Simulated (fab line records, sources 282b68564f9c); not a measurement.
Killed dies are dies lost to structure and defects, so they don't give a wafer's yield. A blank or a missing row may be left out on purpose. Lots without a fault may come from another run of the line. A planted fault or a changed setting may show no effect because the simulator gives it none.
Which tool did it? | flow rit_cmos | 14 lots, 42 wafers sampled, at 2 steps of a route of 202

WHAT THE GAUGES READ, wafer by wafer
RIT_CONTACT_THK_MEAS_01.
lot  | measured    | on            | CONTACT_TEOS_THK (nm)
L248 | day 3 10:47 | film_metro-04 | 397 402 403
L249 | day 3 14:17 | film_metro-04 | 393 388 393
L250 | day 3 18:03 | film_metro-03 | 398 410 406
L251 | day 4 00:28 | film_metro-04 | 397 401 401
L252 | day 4 06:41 | film_metro-04 | 401 399 413
L253 | day 4 16:13 | film_metro-04 | 398 389 402
L255 | day 4 20:20 | film_metro-03 | 393 389 398
L257 | day 5 10:31 | film_metro-04 | 398 402 403
L258 | day 5 15:52 | film_metro-03 | 400 409 405
L259 | day 5 18:35 | film_metro-03 | 414 404 408
L262 | day 6 08:07 | film_metro-01 | 400 405 401
L264 | day 6 23:01 | film_metro-04 | 312 398 402
L267 | day 7 11:58 | film_metro-03 | 321 326 409
L270 | day 8 02:13 | film_metro-04 | 397 392 405

WHICH TOOL RAN EACH LOT (tool, then ch and the chambers of the sampled wafers, then the start)
lot  | RIT_CONTACT_CVD_00
L248 | pecvd-01 ch 1,2, day 3 10:43
L249 | pecvd-03 ch 0,2, day 3 14:14
L250 | pecvd-02 ch 0,1,2, day 3 17:59
L251 | pecvd-01 ch 0,1, day 4 00:25
L252 | pecvd-03 ch 0,1,2, day 4 06:38
L253 | pecvd-02 ch 1,2, day 4 16:10
L255 | pecvd-03 ch 0,1, day 4 20:17
L257 | pecvd-01 ch 0,1,2, day 5 10:28
L258 | pecvd-03 ch 0,1,2, day 5 15:49
L259 | pecvd-02 ch 0,1,2, day 5 18:31
L262 | pecvd-02 ch 1,2, day 6 08:04
L264 | pecvd-03 ch 0,1, day 6 22:56
L267 | pecvd-03 ch 0,1, day 7 11:54
L270 | pecvd-01 ch 1,2, day 8 02:10
- RIT_CONTACT_CVD_00: deposits SiO2 from TEOS, target thk 400 nm, time 61 s.

WHAT THE TOOLS THEMSELVES READ (means of the sampled wafers that have a number; where no wafer has one, the mark that the record gives instead)
RIT_CONTACT_CVD_00.
lot  | tool     | heater_power_w (W)
L248 | pecvd-01 | 371
L249 | pecvd-03 | 370
L250 | pecvd-02 | 310
L251 | pecvd-01 | 285
L252 | pecvd-03 | 356
L253 | pecvd-02 | 309
L255 | pecvd-03 | 302
L257 | pecvd-01 | 346
L258 | pecvd-03 | 339
L259 | pecvd-02 | 346
L262 | pecvd-02 | 301
L264 | pecvd-03 | 325
L267 | pecvd-03 | 314
L270 | pecvd-01 | 339

THE ANSWER, worked out from the rows above alone
Rule: what is usual is taken from the lots themselves. Put in order of their means at a reading, lots are off if they are a third of the lots or fewer, leave a main group of 4 or more, and stand apart from it by a gap of 3 or more times the standard deviation of the main group's means; of several such gaps the widest counts. A main group whose means are all the same, to the digits that the tables above print for the reading, isn't used. A lot without any number at a reading at which 4 lots or more have one is off too. The other lots that the step has rows for count as sound. The gauges are gone through in route order, then the tools' own readings, and for those a lot's mean is taken as printed above. The first step at which some lot is off is used, and at that step the reading that is off furthest; a lot without a number counts as furthest.
Off: L264, L267, at RIT_CONTACT_THK_MEAS_01 (CONTACT_TEOS_THK). The main group: mean 400 nm, standard deviation 4.8.
A tool fits if, at a process step before that reading, it ran every lot that is off, and no sound lot after the first of them. The gauges at RIT_CONTACT_THK_MEAS_01 are tried like those tools. One fits: pecvd-03 at RIT_CONTACT_CVD_00. Its last sound lot is L258 (day 5 15:49), its first lot that is off L264 (day 6 22:56): a fault that began between those two fits.

WHAT THE SIMULATOR HAD PUT IN
Site profile drift: pecvd-03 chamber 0, from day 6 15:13 on, at RIT_CONTACT_CVD_00. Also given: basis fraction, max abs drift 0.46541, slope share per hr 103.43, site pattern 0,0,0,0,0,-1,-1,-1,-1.
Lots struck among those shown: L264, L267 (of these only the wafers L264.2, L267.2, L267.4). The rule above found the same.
